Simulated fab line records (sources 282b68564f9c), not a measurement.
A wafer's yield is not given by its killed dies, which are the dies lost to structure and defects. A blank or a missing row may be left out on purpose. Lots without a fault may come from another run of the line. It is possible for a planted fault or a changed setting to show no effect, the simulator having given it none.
Problem report, 8D (eight disciplines) form, completed by code    flow ritCmos    the parts of the form that need people (team, actions taken, sign-off) are left out

## 1. WHAT WENT WRONG
FOX2_OXIDE_THK at RIT_FOX2_THK_MEAS_01 reads a mean of 308 nm on 6 wafers of 2 lots; wafers without a fault read 354 nm with a standard deviation of 6.8. That puts it -6.8 standard deviations away from the usual mean.
First observed at day 3 09:07: wafer L253.1, on filmMetro-02. The record has a number at this step for 39 wafers belonging to 13 lots. Rule for "out" (also "out of limits"): further than 4 standard deviations from the usual mean. The rest of the wafers with a number are treated as sound.

## 2. WHAT IT IS AND WHAT IT IS NOT
question                     is                      is not
which readings at this step  FOX2_OXIDE_THK          -
which lots                   L253, L257              L247, L248, L249, L250, L259, L264, L266, L267, L268, L269, L270
which wafers of those lots   all that have a number  -
read on which gauges         filmMetro-02            filmMetro-01, filmMetro-04
when                         from day 3 09:07        up to then (12 sound wafers); but 21 sound wafers of L259, L264, L266, L267, L268, L269, L270 came after

## 3. WHAT RULES OUT EACH SUSPECT
Counting: a tool at a process step up to the reading stays a suspect if it ran every lot that is out and no sound lot after the first of them.
- the gauge at RIT_FOX2_THK_MEAS_01 is ruled out. All the wafers that are out were read on filmMetro-02, but those of them that RIT_FOX2_OXIDATION_00 has rows for are out there too, on other tools.
- furnace-01 at RIT_FOX2_OXIDATION_00 (target thk 350.7 nm, ox time 1130 s): ruled out as a lasting fault. Sound lots L270 ran on it after its first lot that is out, L253 (day 3 07:48).
Left after counting: nothing in the record.

## 4. THE CAUSE (what the simulator had put in)
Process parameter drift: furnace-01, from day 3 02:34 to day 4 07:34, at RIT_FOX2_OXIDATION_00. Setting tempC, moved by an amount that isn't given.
It was ruled out by counting, in error; the rule expects a fault to strike all lots run on its tool from its start on, and this fault did not.

## 5. SEQUENCE OF EFFECTS, ordered by route
Each row: a reading whose mean over the struck wafers that have a number lies more than 3 standard deviations from the usual. Readings are gone through only where the record gives a usual standard deviation; hours: the median, over the lots, of the time from a lot's start at the first step in this table giving one to that lot's start at this step; sigmas: the change measured in usual standard deviations.
hours  step                   reading                 usual     on struck wafers  change  sigmas
0      RIT_FOX2_OXIDATION_00  spikeTcCentreC          1102.1 C  1075.7            -26.4   -14
0      RIT_FOX2_OXIDATION_00  spikeTcLoadC            1129.2 C  1104.7            -24.5   -14
0      RIT_FOX2_OXIDATION_00  spikeTcSourceC          1125.4 C  1100.1            -25.3   -21
0      RIT_FOX2_OXIDATION_00  tubeCenterTempC         1100 C    1075              -25     -99 or more
0      RIT_FOX2_OXIDATION_00  tube_center_temp_C_max  1102.9    1077.8            -25.1   -49
1      RIT_FOX2_THK_MEAS_01   FOX2_OXIDE_THK          354 nm    308               -46     -6.8
2      RIT_FOX2_THK_MEAS_90   FIELD_OXIDE_LEFT_1_THK  326 nm    280               -46     -6.8
15     RIT_FOX2_THK_MEAS_91   FIELD_OXIDE_LEFT_2_THK  258 nm    212               -46     -6.8
It contains these process steps:
- RIT_FOX2_OXIDATION_00: target thk 350.7 nm, ox time 1130 s.

## 6. HOW IT WOULD HAVE BEEN CAUGHT EARLIER
Counted from the fault's start at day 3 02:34, it took 7 hours until the first out-of-limits reading at a measuring or inspecting step in this record, taken at day 3 09:07.
The tool's own readings at RIT_FOX2_OXIDATION_00 were out on every struck wafer that the step has a row for (spikeTcCentreC, spikeTcLoadC, spikeTcSourceC, tubeCenterTempC, tube_center_temp_C_max): an alarm limit on them would have fired on the first of those.
